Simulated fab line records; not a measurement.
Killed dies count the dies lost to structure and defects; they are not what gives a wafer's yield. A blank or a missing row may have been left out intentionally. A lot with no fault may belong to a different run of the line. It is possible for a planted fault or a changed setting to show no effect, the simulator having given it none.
Struck lot and sound lot, side by side | flow ritCmos | 14 out of 202 route steps
Sound: wafers L262.3, L262.4, L262.6. Wafers struck: L266.2, L266.3, L266.5. The cause is named last.
Order at every step that has rows: each side's tool, ch and its chambers, its first start. Under that, the readings that differ: sound wafers | struck wafers | difference of the means | sigmas: that difference in standard deviations of wafers without a fault.
alike: words and numbers the same on both sides, and readings whose means are apart by under 2 such deviations; not compared: readings that were withheld, readings missing a value for some wafer, numbers with overlapping values and no deviation given by the record, and bounds like >300 which may hide the same value.
A row with sigmas, a row that says differs or no value, or rows on one side alone: a step with any of these is where the two part. Numbers that have no deviation but don't overlap get no sigmas and don't part them. Lack of a reading on every wafer of one side parts them only where that side has two or more wafers.

first, 2 steps without rows for these wafers: RIT_NRETRO_PEB_04; RIT_NRETRO_DEVELOP_05 (develop time 68 s).
RIT_NRETRO_OVL_MEAS_06:
  sound on overlay-02 at day 3 15:58; struck on overlay-01 at day 4 13:15
  alike: NRETRO_OVL
then, 2 steps without rows for these wafers: RIT_NRETRO_HARDBAKE_07 (time 120 s); RIT_NRETRO_IMPLANT_08.
RIT_NRETRO_STRIP_09: strips in O2, time 180 s.
  sound on plasmaAsher-02 ch 0,1, day 3 16:35; struck on plasmaAsher-01 ch 0,1, day 4 13:41
  alike: drypumpMotorCurrentA, rfReflPowerW
  not compared: rfHoursCounterH
RIT_NRETRO_TW_MEAS_10:
  sound on filmMetro-01 at day 3 16:43; struck on filmMetro-02 at day 4 13:52
  alike: NRETRO_TW
then, 2 steps without rows for these wafers: RIT_PRETRO_HMDS_00 (prime time 60 s); RIT_PRETRO_COAT_01 (resist thk 1300 nm).
RIT_PRETRO_SOFTBAKE_02: time 61.53 s.
  sound on lithoTrack-03 ch 0, day 3 17:07; struck on lithoTrack-02 ch 0, day 4 14:14
  alike: plateSensorTCentreC, plateSensorTEdgeC
then, 2 steps without rows for these wafers: RIT_PRETRO_EXPOSE_03 (exposes mask M5, target cd 43700 nm); RIT_PRETRO_PEB_04.
RIT_PRETRO_DEVELOP_05: develop time 68 s.
  struck on lithoTrack-03, day 4 14:00; sound on lithoTrack-02 ch 0, day 3 17:00
  no value came back on the struck wafers for chillPlateTempC (C), developTimeS (s), developerTempC (C); on the sound wafers chillPlateTempC (C) reads 22.96 22.88 22.80
RIT_PRETRO_OVL_MEAS_06:
  sound on overlay-02 at day 3 17:40; struck on overlay-01 at day 4 14:55
reading         | sound          | struck | difference                    | sigmas
PRETRO_OVL (nm) | -1.4 -3.1 -3.8 | - - -  | no value on the struck wafers | 

== WHERE THEY PART ==
Last at RIT_PRETRO_OVL_MEAS_06 as far as this record goes, first at RIT_PRETRO_DEVELOP_05.

WHY: what the simulator had put in
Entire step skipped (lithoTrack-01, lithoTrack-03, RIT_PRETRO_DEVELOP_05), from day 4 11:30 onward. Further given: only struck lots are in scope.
